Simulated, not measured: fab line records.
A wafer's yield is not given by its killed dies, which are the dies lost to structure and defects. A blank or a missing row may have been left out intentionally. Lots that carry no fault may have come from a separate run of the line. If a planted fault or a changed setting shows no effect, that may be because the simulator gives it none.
fab line records	flow berkeleyCmos170
[record] lots = 6	wafers = 18	lastDay = 11
route steps=331 shown M2@277 V2@292
lots that met no fault: taken from a fault-free run of the same line
startH: hours from the record's first day to the start of the lot's first wafer shown	waitH: hours elapsed since this lot's preceding step	" same as the row above	L1.1+2: one row covering several wafers at once	- either no value or no given start	* or withheld: withheld	< > ~ a bound
route shown NAME@n: names a module that has steps shown in the file, with the first one's number in the route	usual: mean and standard deviation over wafers with no fault	same: alike in all rows	chamber/n: place in a boat	sites: readings site by site	_std_site: the values' standard deviation	_edge_site: mean of outer sites minus mean of inner sites	radiusMm: for every site, how far away it sits from the centre of the wafer	mask NAME#n: copy n	behind: the most recent tool/chamber to have shaped the wafer	hold: what put the lot on hold/how long, in hours/how the hold closed	device: the transistor (n, p or np) that didn't switch	end of line: tests of these same wafers at the route's end	where a step has no rows: the recipe by itself	killed: not the wafer's yield, but the dies lost to structure and defects at the first sort	map: a wafer's dies, marking killed ones x, the rest . and places with no die _
set.NAME: the setting that was run; set.NAME@STEP: the one run at that earlier step	model.NAME: the simulator's own value behind a step, which no gauge read
lots at some steps of the route; a table a step, a row a wafer
services: the hour from which a tool's chamber was out of use, counted from the record's first day as startH (under 0 if before that day), plus the number of hours and why
[[steps]]
[step UCB170_M2_SOFTBAKE_06]
[recipe] resist = KrF	tempC = 130	timeS = 61.63
[usual] exhaustPa = 45.1/0.99	plateSensorTCentreC = 131.41/0.0096	plateSensorTEdgeC = 131.53/0.01
lot.wafer	tool	chamber	startH	waitH	exhaustPa	plateSensorTCentreC	plateSensorTEdgeC
L151.1	lithoTrack-03	0	200.05	0.1	42.7	131.44	131.52
L151.3	"	0	"	"	44.1	131.39	131.53
L151.4	"	0	"	"	43.8	131.41	131.53
L152.1	lithoTrack-04	0	200.50	0.1	44.3	131.41	131.53
L152.3	"	0	"	"	43.1	131.42	131.54
L152.6	"	0	"	"	45.2	131.42	131.5
L159.1	lithoTrack-04	0	236.48	0.1	45.6	131.44	131.53
L159.3	"	0	"	"	45.9	131.42	131.52
L159.5	"	0	"	"	44.9	131.4	131.55
L164.1	lithoTrack-03	0	256.64	0.1	44.4	131.41	131.53
L164.3	"	0	"	"	45.2	131.42	131.54
L164.5	"	0	"	"	43.9	131.41	131.53
L165.3	lithoTrack-01	0	256.93	0.1	44.0	131.41	131.53
L165.4	"	0	"	"	44.4	131.41	131.53
L165.6	"	0	"	"	44.8	131.42	131.53
L163.1	lithoTrack-03	0	257.36	0.1	44.8	131.4	131.52
L163.2	"	0	"	"	44.7	131.4	131.52
L163.5	"	0	"	"	44.5	131.42	131.53
[step UCB170_M2_STRIP_07]
[recipe] chemistry = O2	powerW = 400	pressureMtorr = 3500	platenTempC = withheld	o2FlowSccm = 400	overashFraction = 0.5
[usual] drypumpMotorCurrentA = 5.6/0.48	oesProductAu = 0.734/0.0043	stripTimeToEndpointS = 21.95/0.06
[same] overashFraction = 0.5
lot.wafer	tool	chamber	startH	waitH	drypumpMotorCurrentA	oesProductAu	rfHoursCounterH	stripTimeToEndpointS
L151.1	plasmaAsher-01	1	200.20	0.1	5.9	0.745	46	21.96
L151.3	"	0	"	"	5.5	0.738	-	21.90
L151.4	"	1	"	"	5.9	0.736	-	21.95
L152.1	plasmaAsher-02	1	200.65	0.1	6.0	0.738	10	22.03
L152.3	"	1	"	"	6.0	0.734	-	22.01
L152.6	"	1	"	"	5.9	0.738	-	21.96
L159.1	plasmaAsher-02	0	236.63	0.1	4.8	0.731	14	21.97
L159.3	"	1	"	"	5.9	0.736	-	22.00
L159.5	"	1	"	"	5.9	0.740	-	21.98
L164.1	plasmaAsher-04	1	256.79	0.1	5.8	0.739	59	21.93
L164.3	"	1	"	"	5.8	0.729	-	21.93
L164.5	"	1	"	"	5.7	0.735	-	21.94
L165.3	plasmaAsher-01	0	257.06	0.1	5.5	0.729	-	22.04
L165.4	"	1	"	"	5.9	0.731	-	22.05
L165.6	"	0	"	"	5.5	0.735	-	22.08
L163.1	plasmaAsher-01	0	257.51	0.1	5.5	0.732	52	21.88
L163.2	"	1	"	"	5.9	0.738	52	21.92
L163.5	"	0	"	"	5.5	0.730	-	21.91
[step UCB170_M2_STRIP_08]
[recipe] chemistry = DMSO	tempC = 80	timeS = 600	material = KrF
[step UCB170_M2_COAT_09]
[recipe] resist = BARC	tempC = withheld	timeS = withheld	spinRpm = 3000	resistThkNm = withheld
[step UCB170_M2_COAT_10]
[recipe] resist = KrF	spinRpm = 1500	resistThkNm = 900
[step UCB170_M2_SOFTBAKE_11]
[recipe] resist = KrF	tempC = 130	timeS = 60
[step UCB170_M2_EXPOSE_12]
[recipe] maskId = METAL2	targetCdNm = 700	na = 0.5	sigmaOuter = 0.6	sourceShape = conventional	doseMj = 26
[step UCB170_M2_PEB_13]
[recipe] pebTempC = 130	pebTimeS = withheld	resist = KrF
[step UCB170_M2_DEVELOP_14]
[recipe] developer = TMAH	developTimeS = 45	resist = KrF	devTempC = 21
[step UCB170_M2_CD_MEAS_15]
[recipe] targetCdNm = 700
[usual] cdNm = 699.9/1.2
lot.wafer	tool	chamber	startH	waitH	cdNm
L151.1	cdSem-02	-	203.10	-	700.4
L151.3	"	-	"	"	699.8
L151.4	"	-	"	"	701.1
L152.1	cdSem-02	-	203.45	-	701.1
L152.3	"	-	"	"	700.1
L152.6	"	-	"	"	700.1
L159.1	cdSem-01	-	237.76	-	698.1
L159.3	"	-	"	"	698.6
L159.5	"	-	"	"	698.7
L164.1	cdSem-02	-	258.38	-	700.1
L164.3	"	-	"	"	700.2
L164.5	"	-	"	"	700.0
L165.3	cdSem-01	-	258.69	-	701.3
L165.4	"	-	"	"	701.7
L165.6	"	-	"	"	702.8
L163.1	cdSem-01	-	259.38	-	698.5
L163.2	"	-	"	"	700.1
L163.5	"	-	"	"	700.4
[step UCB170_M2_OVL_MEAS_16]
[usual] M2_OVL = 0/5.7
lot.wafer	tool	chamber	startH	waitH	M2_OVL[nm]
L151.1	overlay-01	-	203.22	0.1	1
L151.3	"	-	"	"	1
L151.4	"	-	"	"	-7
L152.1	overlay-01	-	203.57	0.1	6
L152.3	"	-	"	"	-1
L152.6	"	-	"	"	4
L159.1	overlay-01	-	237.88	0.1	-1
L159.3	"	-	"	"	3
L159.5	"	-	"	"	1
L164.1	overlay-02	-	258.50	0.1	-6
L164.3	"	-	"	"	-5
L164.5	"	-	"	"	-5
L165.3	overlay-01	-	258.78	0.1	10
L165.4	"	-	"	"	7
L165.6	"	-	"	"	-2
L163.1	overlay-01	-	259.50	0.1	-9
L163.2	"	-	"	"	1
L163.5	"	-	"	"	-10
[step UCB170_M2_ETCH_17]
[recipe] chemistry = N2/H2	targetDepthA = withheld	overetchA = withheld	target = BARC	timeS = withheld	sourceW = 500	biasW = 100	pressureMtorr = 30	n2FlowSccm = 100	h2FlowSccm = 200
[usual] biasW = 100.0/0.3	drypumpMotorCurrentA = 5.7/0.3	oesProductAu = 1.007/0.028	throttleValvePct = 13.35/0.23
lot.wafer	tool	chamber	startH	waitH	biasW	drypumpMotorCurrentA	oesProductAu	throttleValvePct
L151.1	rieDiel-04	0	203.26	0.0	100.1	5.6	0.993	13.25
L151.3	"	3	"	"	100.0	6.4	0.936	12.82
L151.4	"	2	"	"	100.4	5.8	1.003	13.41
L152.1	rieDiel-03	0	203.61	0.0	99.6	6.1	1.001	13.53
L152.3	"	2	"	"	100.4	5.8	1.041	13.27
L152.6	"	0	"	"	99.4	6.1	1.001	13.53
L159.1	rieDiel-03	1	237.92	0.0	100.4	5.5	1.018	13.20
L159.3	"	3	"	"	99.5	5.3	0.994	13.65
L159.5	"	0	"	"	100.2	6.1	1.020	13.54
L164.1	rieDiel-03	1	258.53	0.0	100.1	5.4	1.003	13.21
L164.3	"	3	"	"	99.7	5.4	0.987	13.65
L164.5	"	3	"	"	99.9	5.3	0.993	13.63
L165.3	rieDiel-04	3	258.81	0.0	100.1	6.4	0.965	12.81
L165.4	"	1	"	"	100.5	5.7	1.018	13.22
L165.6	"	0	"	"	99.6	5.6	1.004	13.24
L163.1	rieDiel-04	0	259.53	0.0	100.1	5.6	1.009	13.25
L163.2	"	3	"	"	100.3	6.4	0.977	12.84
L163.5	"	3	"	"	99.6	6.4	0.966	12.84
[step UCB170_M2_METAL_ETCH_18]
[recipe] chemistry = Cl2/BCl3	target = Al	stopOn = SiO2	pressureMtorr = 12	targetDepthA = 11700	overEtchFrac = 0.3	timeS = 195	icpW = 600	biasW = 120	Cl2_flow_sccm = 90	bcl3FlowSccm = 45
[usual] biasW = 119.9/0.36	drypumpMotorCurrentA = 5.6/0.42	oesProductAu = 0.851/0.011	runLengthS = 223.4/0.44	throttleValvePct = 24.70/0.2
lot.wafer	tool	chamber	startH	waitH	biasW	drypumpMotorCurrentA	oesProductAu	rfHoursCounterH	runLengthS	throttleValvePct	model.KrF_of_M2_COAT_10.thkNm	model.M2.featureDepthNm	model.etch.depthNm
L151.1	rieMetal-01	0	203.30	-	120.3	5.0	0.856	2	222.9	24.69	199.4	956.8	899.1
L151.3	"	0	"	"	119.8	5.0	0.858	-	223.0	24.72	201.7	959.9	902.5
L151.4	"	1	"	"	120.0	5.0	0.850	-	223.4	24.56	179	971	912.3
L152.1	rieMetal-04	1	203.65	-	119.1	5.8	0.871	10	223.9	24.87	212.1	961	903.2
L152.3	"	0	"	"	119.6	5.9	0.858	-	223.8	24.94	219.4	935.2	879.8
L152.6	"	1	"	"	119.8	5.8	0.853	-	223.8	24.87	212.6	945.8	888
L159.1	rieMetal-03	0	237.96	-	120.2	5.7	0.854	10	222.6	24.73	245.4	945.1	892.4
L159.3	"	0	"	"	119.7	5.6	0.849	-	222.7	24.74	246.4	941.4	888.8
L159.5	"	1	"	"	120.4	6.0	0.847	-	223.5	24.32	213.4	942.9	887.1
L164.1	rieMetal-03	0	258.57	-	-	5.6	0.968	10	158.1	24.67	456.6	744.1	744.1
L164.3	"	1	"	"	119.8	6.1	0.848	-	223.8	24.30	219.5	955.1	899.7
L164.5	"	1	"	"	119.7	6.0	0.834	-	223.4	24.30	223	953.3	897.9
L165.3	rieMetal-01	0	258.91	-	119.6	5.0	0.853	-	223.2	24.71	189.4	955.1	896.7
L165.4	"	1	"	"	119.5	5.0	0.831	-	223.9	24.58	186.5	947.1	888.4
L165.6	"	1	"	"	119.8	5.0	0.843	-	223.5	24.55	185	947.2	888.5
L163.1	rieMetal-03	1	259.58	-	120.4	6.1	0.842	4	223.2	24.31	214.5	945.1	889.5
L163.2	"	0	"	"	-	5.6	0.960	10	158.2	24.67	457.3	741	741
L163.5	"	0	"	"	-	5.6	0.974	-	158.2	24.66	455.7	741.8	741.8
[step UCB170_M2_STRIP_19]
[recipe] chemistry = O2	powerW = 400	pressureMtorr = 3500	platenTempC = withheld	o2FlowSccm = 400	overashFraction = 0.5
[usual] drypumpMotorCurrentA = 5.7/0.42	oesProductAu = 0.538/0.022
[same] overashFraction = 0.5
lot.wafer	tool	chamber	startH	waitH	drypumpMotorCurrentA	oesProductAu	rfHoursCounterH
L151.1	plasmaAsher-01	1	203.49	0.1	5.9	0.535	46
L151.3	"	0	"	"	5.5	0.539	-
L151.4	"	1	"	"	5.9	0.514	-
L152.1	plasmaAsher-02	1	203.84	0.1	5.9	0.538	10
L152.3	"	0	"	"	4.8	0.552	-
L152.6	"	1	"	"	5.9	0.541	-
L159.1	plasmaAsher-01	0	238.15	0.1	5.5	0.577	50
L159.3	"	1	"	"	5.9	0.581	-
L159.5	"	1	"	"	5.9	0.544	-
L164.1	plasmaAsher-02	0	258.76	0.1	4.8	0.714	17
L164.3	"	1	"	"	5.9	0.544	-
L164.5	"	1	"	"	5.9	0.553	-
L165.3	plasmaAsher-04	1	259.07	0.1	5.8	0.518	-
L165.4	"	0	"	"	6.1	0.516	-
L165.6	"	1	"	"	5.8	0.509	-
L163.1	plasmaAsher-04	1	259.76	0.1	5.8	0.542	60
L163.2	"	0	"	"	6.1	0.724	60
L163.5	"	1	"	"	5.8	0.722	-
[step UCB170_M2_CD_MEAS_90]
[recipe] targetCdNm = 700
[usual] cdNm = 700/4.5
lot.wafer	tool	chamber	startH	waitH	cdNm
L151.1	cdSem-02	-	203.59	0.1	700
L151.3	"	-	"	"	699
L151.4	"	-	"	"	703
L152.1	cdSem-02	-	203.96	0.1	703
L152.3	"	-	"	"	698
L152.6	"	-	"	"	700
L159.1	cdSem-01	-	238.25	0.1	705
L159.3	"	-	"	"	704
L159.5	"	-	"	"	691
L164.1	cdSem-01	-	258.86	0.1	723
L164.3	"	-	"	"	695
L164.5	"	-	"	"	696
L165.3	cdSem-02	-	259.18	0.1	696
L165.4	"	-	"	"	697
L165.6	"	-	"	"	701
L163.1	cdSem-01	-	259.86	0.1	695
L163.2	"	-	"	"	726
L163.5	"	-	"	"	726
[step UCB170_V2_CVD_00]
[recipe] material = SiO2	targetThkNm = 2000	tempC = 390	precursor = TEOS/O2	timeS = 250	rfW = 550	pressureMtorr = 9000
[usual] heaterPowerW = 225/41
lot.wafer	tool	chamber	startH	waitH	heaterPowerW
L151.1	pecvd-01	0	203.71	0.1	259
L151.3	"	2	"	"	252
L151.4	"	0	"	"	180
L152.1	pecvd-04	0	204.08	0.1	216
L152.3	"	2	"	"	251
L152.6	"	1	"	"	185
L159.1	pecvd-02	2	238.37	0.1	299
L159.3	"	1	"	"	219
L159.5	"	0	"	"	183
L164.3	pecvd-02	2	258.98	0.1	303
L164.5	"	2	"	"	205
L165.3	pecvd-04	1	259.26	0.1	229
L165.4	"	0	"	"	147
L165.6	"	2	"	"	179
L163.1	pecvd-02	0	259.98	0.1	281
[[services]]
tool	chamber	startH	hours	kind
rieDiel-04	0	181.02	14.3	repair
rieMetal-03	0	218.48	12.8	repair
rieDiel-04	3	220.84	-	clean
rieDiel-04	3	220.84	22.5	scheduledDown
rieDiel-04	3	220.84	22.5	ventCycle
pecvd-01	2	225.71	16.6	repair
plasmaAsher-01	-	232.08	2.8	repair
rieDiel-03	0	240.77	-	clean
rieDiel-03	0	240.77	21.5	scheduledDown
rieDiel-03	0	240.77	21.5	ventCycle
rieMetal-01	-	241.27	1.4	pm
pecvd-02	-	242.50	14.0	pm
pecvd-02	0	242.50	14.0	ventCycle
pecvd-02	1	242.50	14.0	ventCycle
pecvd-02	2	242.50	14.0	ventCycle
rieMetal-03	-	243.52	2.8	pm
pecvd-02	0	245.92	3.5	repair
rieDiel-04	2	253.76	6.3	repair
rieMetal-04	0	255.73	9.6	repair
plasmaAsher-01	-	255.87	0.3	repair
pecvd-02	0	256.50	-	clean
pecvd-02	1	256.50	-	clean
pecvd-02	2	256.50	-	clean
pecvd-01	1	258.30	4.8	repair
[[key]]
[firstSign] step = UCB170_M2_METAL_ETCH_18	reading = runLengthS	direction = down	sigmas = 99+	usual = *	struck = *
[effect] step = UCB170_M2_METAL_ETCH_18	reading = oesProductAu	direction = up	sigmas = 11	usual = 0.851	struck = 0.967
[effect] step = UCB170_M2_STRIP_19	reading = oesProductAu	direction = up	sigmas = 8.3	usual = 0.538	struck = 0.720
[effect] step = UCB170_M2_CD_MEAS_90	reading = cdNm	direction = up	sigmas = 5.7	usual = 700	struck = 725
[modelEffect] step = UCB170_M2_METAL_ETCH_18	value = KrF_of_M2_COAT_10.thkNm	without = 245.9	struck = 456.5
metAt UCB170_M2_METAL_ETCH_18
struckWafers L163.2,L163.5,L164.1
laterRowsLeftOut L163.2,L163.5,L164.1
sortLeftOut L163.2,L163.5,L164.1
onsetBetween 237.96 258.57
[fault] kind = processParameterDrift	tool = rieMetal-03	chamber = 0	onsetH = 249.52	steps = UCB170_M2_METAL_ETCH_18	channel = timeS	offset = *	shape = step	endH = 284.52	actsIn = *	stated = *
// sortLeftOut: the simulated sort isn't trusted on such a fault, so these wafers' sort isn't shown, and their yield isn't known
// laterRowsLeftOut: the simulator's readings of these wafers behind a module that went badly wrong aren't trusted and aren't shown, but for the sort
